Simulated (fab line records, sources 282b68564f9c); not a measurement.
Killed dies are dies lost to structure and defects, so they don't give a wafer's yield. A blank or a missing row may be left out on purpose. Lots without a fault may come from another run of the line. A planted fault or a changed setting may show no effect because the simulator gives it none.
fab line records | flow rit_cmos
record lots=5 wafers=15 last_day=7
route steps=202 shown ACTIVE@14 FOX1@20
lots that met no fault: from a run of the same line without faults
start_h: hours from the record's first day to the start of the lot's first wafer shown | wait_h: hours since the lot's step before | " the same as in the row above | L1.1+2: a row that stands for several wafers | - no value, or no start given | * or withheld: withheld | < > ~ a bound
route shown NAME@n: a module of which the file shows steps, and the number in the route of the first | usual: mean/standard deviation of fault-free wafers | same: alike in all rows | chamber/n: place in a boat | sites: the reading at each site | _std_site: their standard deviation | _edge_site: outer sites' mean less inner sites' | radius_mm: how far each site lies from the wafer's centre | mask NAME#n: copy n | behind: the tool/chamber that last shaped the wafer | hold: why the lot was held/for how many hours/how that ended | device: the transistor (n, p or np) that didn't switch | end of line: the same wafers' tests at the end of the route | a step without rows: its recipe alone | killed: dies lost to structure and defects at the first sort, not the wafer's yield | map: a wafer's dies, x killed, . not, _ none there
set.NAME: the setting as run; set.NAME@STEP: as run at that earlier step | model.NAME: the simulator's own value behind a step, which no gauge read
lots at some steps of the route; a table a step, a row a wafer
services: from which hour (start_h, from the record's first day; less than 0 if before it) a tool's chamber was out of use, for how many hours, and why
## steps
# step RIT_ACTIVE_ETCH_13
# recipe stop_on=SiO2 chemistry=SF6 target=Si3N4 time_s=210 over_etch_frac=0.4 SF6_flow_sccm=200 pressure_mtorr=260 rf_w=125 target_depth_a=2100
# usual drypump_motor_current_A=5.9/0.48 oes_product_au=0.814/0.012 throttle_valve_pct=7.54/0.18
# columns lot.wafer tool chamber start_h wait_h drypump_motor_current_A oes_product_au rf_hours_counter_h throttle_valve_pct
L077.2 rie_diel-02 2 29.71 0.1 6.4 0.813 3 7.24
L077.3 " 0 " " 6.3 0.822 167 7.31
L077.4 " 1 " " 6.6 0.847 120 7.70
L089.3 rie_diel-04 3 90.35 0.1 6.1 0.824 27 7.38
L089.4 " 1 " " 6.6 0.812 - 7.52
L089.6 " 3 " " 6.1 0.819 - 7.37
L090.2 rie_diel-04 1 97.24 0.1 6.7 0.801 6 7.50
L090.4 " 3 " " 6.1 0.822 27 7.39
L090.5 " 3 " " 6.1 0.818 - 7.40
L094.4 rie_diel-03 3 115.42 0.1 5.5 0.791 - 7.69
L094.5 " 0 " " 5.3 0.812 - 7.79
L094.6 " 2 " " 6.1 0.790 - 7.36
L095.1 rie_diel-02 3 119.71 0.1 5.2 0.811 73 7.77
L095.4 " 0 " " 6.3 0.799 0 7.32
L095.5 " 0 " " 6.3 0.805 - 7.31
# step RIT_ACTIVE_STRIP_14
# recipe chemistry=O2 time_s=180 resist=NOVOLAK platen_temp_c=withheld power_w=500 pressure_mtorr=4000 o2_flow_sccm=4000
# usual drypump_motor_current_A=5.8/0.57
# columns lot.wafer tool chamber start_h wait_h drypump_motor_current_A rf_hours_counter_h
L077.2 plasma_asher-03 1 29.84 0.1 5.3 39
L077.3 " 1 " " 5.3 -
L077.4 " 0 " " 6.4 -
L089.3 plasma_asher-02 0 90.54 0.1 6.6 -
L089.4 " 1 " " 5.7 -
L089.6 " 1 " " 5.7 -
L090.2 plasma_asher-03 1 97.37 0.1 5.3 45
L090.4 " 0 " " 6.4 -
L090.5 " 1 " " 5.3 -
L094.4 plasma_asher-03 1 115.55 0.1 5.2 -
L094.5 " 0 " " 6.4 -
L094.6 " 1 " " 5.3 -
L095.1 plasma_asher-02 0 119.84 0.1 6.6 47
L095.4 " 1 " " 5.7 -
L095.5 " 1 " " 5.7 -
# step RIT_ACTIVE_CD_MEAS_90
# recipe target_cd_nm=1400
# usual cd_nm=1400.7/2.5
# columns lot.wafer tool chamber start_h wait_h cd_nm
L077.2 cd_sem-02 - 30.04 0.1 1402.0
L077.3 " - " " 1402.7
L077.4 " - " " 1403.6
L089.3 cd_sem-02 - 90.70 0.1 1398.7
L089.4 " - " " 1400.1
L089.6 " - " " 1401.3
L090.2 cd_sem-02 - 97.58 0.1 1397.0
L090.4 " - " " 1396.1
L090.5 " - " " 1397.1
L094.4 cd_sem-01 - 115.72 0.1 1402.2
L094.5 " - " " 1401.5
L094.6 " - " " 1399.3
L095.1 cd_sem-02 - 120.02 0.1 1398.1
L095.4 " - " " 1399.1
L095.5 " - " " 1398.6
# step RIT_ACTIVE_CLEAN_15
# recipe chemistry=SC1 mix=3:3:50 time_s=600 temp_c=75
# usual temp_c=74.99/0.12
# columns lot.wafer tool chamber start_h wait_h temp_c
L077.2 wet_bench-03 1 30.14 0.1 74.99
L077.3 " 1 " " 75.02
L077.4 " 1 " " 74.85
L089.3 wet_bench-04 3 90.78 0.1 74.93
L089.4 " 3 " " 75.14
L089.6 " 3 " " 75.08
L090.2 wet_bench-03 1 97.68 0.1 74.90
L090.4 " 1 " " 74.96
L090.5 " 1 " " 74.76
L094.4 wet_bench-01 2 115.78 0.0 75.07
L094.5 " 2 " " 74.94
L094.6 " 2 " " 75.02
L095.1 wet_bench-04 0 120.14 0.1 75.04
L095.4 " 0 " " 75.08
L095.5 " 0 " " 74.85
# step RIT_ACTIVE_CLEAN_16
# recipe chemistry=dHF dilution=50:1 time_s=30
# columns lot.wafer tool chamber start_h wait_h
L077.2+3+4 wet_bench-04 0 30.31 0.0
L089.3+4+6 wet_bench-01 3 90.95 0.0
L090.2+4+5 wet_bench-04 1 97.85 0.0
L094.4+5+6 wet_bench-03 0 116.01 0.0
L095.1+4+5 wet_bench-01 2 120.31 0.0
# step RIT_ACTIVE_CLEAN_17
# recipe chemistry=SC2 mix=3:3:50 time_s=600 temp_c=75 dry=n2_spin
# usual temp_c=74.99/0.12
# columns lot.wafer tool chamber start_h wait_h temp_c
L077.2 wet_bench-01 2 30.33 0.0 75.02
L077.3 " 2 " " 75.09
L077.4 " 2 " " 75.02
L089.3 wet_bench-03 2 90.97 0.0 74.89
L089.4 " 2 " " 74.74
L089.6 " 2 " " 75.17
L090.2 wet_bench-03 0 97.87 0.0 74.82
L090.4 " 0 " " 74.88
L090.5 " 0 " " 74.95
L094.4 wet_bench-03 2 116.03 0.0 75.01
L094.5 " 2 " " 75.10
L094.6 " 2 " " 74.89
L095.1 wet_bench-04 1 120.33 0.0 75.17
L095.4 " 1 " " 74.95
L095.5 " 1 " " 75.06
# step RIT_FOX1_OXIDATION_00
# recipe temp_c=1100 ambient=H2O target_thk_a=3507 p_h2o_torr=720 ox_time_s=1130
# usual ox_temp_c_max=1105.5/2.9 zone_power_load_pct=43.7/2.5
# columns lot.wafer tool chamber start_h wait_h ox_temp_c_max zone_power_load_pct
L077.2 furnace-03 0 30.68 0.0 1108.1 46.0
L077.3 " 0 " " 1108.6 46.6
L077.4 " 0 " " 1109.0 46.8
L089.3 furnace-02 0 91.91 0.8 1103.2 41.7
L089.4 " 0 " " 1102.7 41.9
L089.6 " 0 " " 1102.3 41.1
L090.2 furnace-01 0 98.04 0.0 1103.1 43.4
L090.4 " 0 " " 1103.4 43.3
L090.5 " 0 " " 1103.1 43.8
L094.4 furnace-02 0 116.22 0.0 1103.5 41.5
L094.5 " 0 " " 1102.9 41.3
L094.6 " 0 " " 1103.3 41.6
L095.1 furnace-03 0 122.44 1.9 1106.1 48.1
L095.4 " 0 " " 1108.5 46.8
L095.5 " 0 " " 1107.9 46.5
# step RIT_FOX1_THK_MEAS_01
# recipe reads=SiO2_of_FOX1_OXIDATION_00
# usual FOX1_OXIDE_THK=354/6.3
# columns lot.wafer tool chamber start_h wait_h FOX1_OXIDE_THK[nm]
L077.2 film_metro-03 - 32.00 0.0 352
L077.3 " - " " 351
L077.4 " - " " 345
L089.3 film_metro-03 - 93.24 0.0 357
L089.4 " - " " 359
L089.6 " - " " 360
L090.2 film_metro-03 - 99.37 0.0 360
L090.4 " - " " 358
L090.5 " - " " 354
L094.4 film_metro-04 - 117.56 0.0 359
L094.5 " - " " 356
L094.6 " - " " 357
L095.1 film_metro-03 - 123.76 0.0 346
L095.4 " - " " 343
L095.5 " - " " 345
# step RIT_FOX1_WET_ETCH_02
# recipe chemistry=BOE target_depth_nm=350 time_s=390 temp_c=21.5 dry=n2_spin dilution=10:1 target=SiO2
# usual temp_c=21.51/0.1
# columns lot.wafer tool chamber start_h wait_h temp_c
L077.2 wet_bench-01 2 32.05 0.0 21.31
L077.3 " 2 " " 21.46
L077.4 " 2 " " 21.18
L089.3 wet_bench-03 0 93.28 0.0 21.61
L089.4 " 0 " " 21.60
L089.6 " 0 " " 21.55
L090.2 wet_bench-02 1 99.42 0.0 21.49
L090.4 " 1 " " 21.41
L090.5 " 1 " " 21.32
L094.4 wet_bench-02 1 117.59 0.0 21.41
L094.5 " 1 " " 21.47
L094.6 " 1 " " 21.67
L095.1 wet_bench-01 2 123.82 0.1 21.29
L095.4 " 2 " " 21.45
L095.5 " 2 " " 21.47
## services
# columns tool chamber start_h hours kind
rie_diel-04 0 19.34 8.1 repair
plasma_asher-03 - 20.85 0.4 repair
rie_diel-04 2 22.64 19.4 repair
furnace-02 - 33.98 2.6 pm
plasma_asher-02 - 34.92 0.8 repair
rie_diel-02 - 44.06 15.6 pm
furnace-03 - 47.44 3.1 pm
furnace-01 - 60.24 14.8 pm
plasma_asher-03 - 66.92 2.8 pm
rie_diel-02 1 71.90 7.7 repair
rie_diel-02 0 75.18 1.3 repair
rie_diel-04 2 82.42 - clean
rie_diel-04 2 82.42 12.5 scheduled_down
rie_diel-04 2 82.42 12.5 vent_cycle
furnace-01 - 83.45 11.7 repair
rie_diel-02 0 87.15 - clean
rie_diel-02 0 87.15 15.4 scheduled_down
rie_diel-02 0 87.15 15.4 vent_cycle
rie_diel-02 3 87.56 9.3 repair
rie_diel-03 2 89.44 15.4 repair
rie_diel-03 1 104.86 - clean
rie_diel-03 1 104.86 14.5 scheduled_down
furnace-01 - 105.92 3.1 pm
furnace-01 - 119.88 4.6 pm
## key
fault none
